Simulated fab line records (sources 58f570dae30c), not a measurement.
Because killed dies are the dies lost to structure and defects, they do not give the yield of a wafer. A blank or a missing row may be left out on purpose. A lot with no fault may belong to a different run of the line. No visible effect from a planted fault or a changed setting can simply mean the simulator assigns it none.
Which of the tools did it? | flow berkeley cmos170 | Sampling: 13 lots, 39 wafers, 6 of 331 route steps

## WHAT THE GAUGES READ, wafer by wafer
UCB170_GATE_CD_MEAS_12: target cd 350 nm. Usual: cd nm at 349.9 nm, with a standard deviation of 1.1.
lot  | measured     | on        | cd nm (nm)        | flag
L884 | day 7 12:15  | cd sem-01 | 350.4 350.0 350.8 |
L883 | day 7 12:23  | cd sem-01 | 349.1 349.6 350.2 |
L886 | day 7 21:20  | cd sem-01 | 350.3 349.6 349.7 |
L887 | day 7 21:44  | cd sem-01 | 350.6 351.3 351.0 |
L888 | day 7 22:21  | cd sem-01 | 350.0 349.5 348.9 |
L889 | day 8 04:55  | cd sem-01 | 349.9 350.3 350.4 |
L891 | day 8 20:31  | cd sem-02 | 351.9 351.3 351.2 |
L892 | day 8 21:13  | cd sem-01 | 349.3 349.3 348.2 |
L894 | day 9 14:22  | cd sem-01 | 375.0 375.2 374.8 | OFF
L899 | day 10 13:29 | cd sem-02 | 348.4 350.1 349.4 |
L898 | day 10 13:42 | cd sem-02 | 350.5 350.4 350.4 |
L905 | day 11 19:31 | cd sem-01 | 348.1 348.5 349.8 |
L906 | day 12 06:34 | cd sem-02 | 351.7 349.9 349.3 |

UCB170_GATE_CD_MEAS_90: target cd 350 nm. Usual: cd nm at 349.9 nm, with a standard deviation of 1.2.
lot  | measured     | on        | cd nm (nm)        | flag
L884 | day 7 12:51  | cd sem-01 | 350.8 351.2 350.9 |
L883 | day 7 13:07  | cd sem-01 | 349.1 349.8 349.7 |
L886 | day 7 22:05  | cd sem-01 | 349.6 350.4 349.8 |
L887 | day 7 22:27  | cd sem-01 | 350.9 350.8 350.1 |
L888 | day 7 22:57  | cd sem-01 | 349.7 349.5 348.7 |
L889 | day 8 05:28  | cd sem-01 | 350.0 350.8 350.0 |
L891 | day 8 20:52  | cd sem-01 | 351.5 351.5 351.2 |
L892 | day 8 21:34  | cd sem-01 | 349.2 348.4 348.3 |
L894 | day 9 14:43  | cd sem-01 | 375.6 375.0 375.4 | OFF
L899 | day 10 13:49 | cd sem-02 | 348.7 350.3 349.8 |
L898 | day 10 14:06 | cd sem-02 | 349.7 349.7 349.8 |
L905 | day 11 19:52 | cd sem-02 | 348.0 348.9 350.6 |
L906 | day 12 06:54 | cd sem-01 | 351.5 349.1 349.2 |

UCB170_PSD_OVL_MEAS_07. Usual: PSD_OVL typically reads 0 nm, with standard deviation 5.7.
lot  | measured     | on         | PSD_OVL (nm) | flag
L884 | day 8 02:15  | overlay-02 | -5 0 3       |
L883 | day 8 02:32  | overlay-02 | 5 10 13      |
L886 | day 8 10:48  | overlay-01 | -13 -5 -6    |
L887 | day 8 10:34  | overlay-02 | 0 7 -7       |
L888 | day 8 13:07  | overlay-01 | -7 6 1       |
L889 | day 8 18:05  | overlay-01 | -4 -2 -5     |
L891 | day 9 09:35  | overlay-01 | 0 1 2        |
L892 | day 9 09:49  | overlay-01 | -2 7 1       |
L894 | day 10 04:49 | overlay-01 | -5 -4 -7     |
L899 | day 11 03:44 | overlay-01 | 3 1 3        |
L898 | day 11 03:34 | overlay-02 | -1 -7 -4     |
L905 | day 12 09:24 | overlay-02 | 1 1 4        |
L906 | day 12 21:14 | overlay-02 | -2 14 7      |

UCB170_V2_CD_MEAS_12: target cd 700 nm. Usual: cd nm at 700.2 nm, with a standard deviation of 1.4.
lot  | measured     | on        | cd nm (nm)        | flag
L884 | day 9 01:32  | cd sem-01 | 699.5 697.5 699.3 |
L883 | day 9 03:16  | cd sem-01 | 699.2 698.7 698.7 |
L886 | day 9 16:21  | cd sem-02 | 700.2 700.1 699.6 |
L887 | day 9 16:54  | cd sem-01 | 701.1 702.3 701.0 |
L888 | day 9 21:04  | cd sem-01 | 700.5 699.6 699.2 |
L889 | day 9 21:20  | cd sem-02 | 700.8 700.3 700.4 |
L891 | day 10 12:55 | cd sem-02 | 698.6 698.9 698.8 |
L892 | day 10 13:40 | cd sem-01 | 698.1 698.1 699.1 |
L894 | day 11 05:33 | cd sem-02 | 699.2 699.4 699.5 |
L899 | day 12 04:55 | cd sem-02 | 702.8 701.1 700.2 |
L898 | day 12 06:18 | cd sem-01 | 702.7 701.7 703.5 |
L905 | day 13 08:11 | cd sem-01 | 701.6 701.7 701.9 |
L906 | day 13 17:29 | cd sem-02 | 700.6 699.9 699.1 |

UCB170_M3_CD_MEAS_90: target cd 700 nm. Usual: cd nm at 700.9 nm, with a standard deviation of 2.1.
lot  | measured     | on        | cd nm (nm)        | flag
L884 | day 9 04:37  | cd sem-01 | 702.2 701.9 702.4 |
L883 | day 9 06:30  | cd sem-01 | 697.3 697.0 697.2 |
L886 | day 9 20:23  | cd sem-01 | 702.6 703.1 701.8 |
L887 | day 9 20:44  | cd sem-02 | 698.8 695.8 697.2 |
L888 | day 10 00:19 | cd sem-01 | 700.9 700.0 699.5 |
L889 | day 10 01:54 | cd sem-01 | 701.6 699.4 701.7 |
L891 | day 10 17:18 | cd sem-02 | 704.7 701.6 702.7 |
L892 | day 10 17:41 | cd sem-02 | 701.6 702.7 704.3 |
L894 | day 11 09:40 | cd sem-01 | 703.0 703.2 701.7 |
L899 | day 12 08:19 | cd sem-01 | 701.7 700.8 701.5 |
L898 | day 12 10:03 | cd sem-02 | 698.2 700.8 696.1 |
L905 | day 13 11:44 | cd sem-01 | 704.7 703.3 702.4 |
L906 | day 13 21:08 | cd sem-02 | 700.9 704.2 700.6 |

## TOOL THAT RAN EACH LOT (tool first, then ch and the chambers of the sampled wafers, then the start)
lot  | UCB170_GATE_EXPOSE_09
L884 | krf scanner-01 ch 0, day 7 11:40
L883 | krf scanner-01 ch 0, day 7 11:49
L886 | krf scanner-02 ch 0, day 7 20:54
L887 | krf scanner-02 ch 0, day 7 21:01
L888 | krf scanner-01 ch 0, day 7 21:28
L889 | krf scanner-01 ch 0, day 8 03:40
L891 | krf scanner-01 ch 0, day 8 20:07
L892 | krf scanner-01 ch 0, day 8 20:40
L894 | krf scanner-01 ch 0, day 9 13:31
L899 | krf scanner-02 ch 0, day 10 12:34
L898 | krf scanner-02 ch 0, day 10 12:42
L905 | krf scanner-02 ch 0, day 11 19:08
L906 | krf scanner-01 ch 0, day 12 06:04
- UCB170_GATE_EXPOSE_09: exposes mask POLY, target cd 350 nm.

## WHAT THE TOOLS THEMSELVES READ (means of the sampled wafers that have a number; where no wafer has one, the mark that the record gives instead)
The record holds no such reading with a usual standard deviation.

## THE ANSWER, worked out from the rows above alone
Rule: a lot is off if the mean of its wafers that have a number lies more than 3 standard deviations from the usual mean. Also off: a lot with no number at a reading for which 4 or more lots have one. Any other lot the step has rows for is counted as sound. The gauges are gone through in route order, then the tools' own readings, and for those a lot's mean is taken as printed above. At the first step where some lot is off, the reading lying furthest off is the one used; lots without a number count as furthest.
Off: L894 (UCB170_GATE_CD_MEAS_12, cd nm).
A tool fits if, at a process step before that reading, it ran every lot that is off, and no sound lot after the first of them. Gauges at UCB170_GATE_CD_MEAS_12: tried the same way as those tools. Not one of the candidates tried fits.

## WHAT THE SIMULATOR PUT IN
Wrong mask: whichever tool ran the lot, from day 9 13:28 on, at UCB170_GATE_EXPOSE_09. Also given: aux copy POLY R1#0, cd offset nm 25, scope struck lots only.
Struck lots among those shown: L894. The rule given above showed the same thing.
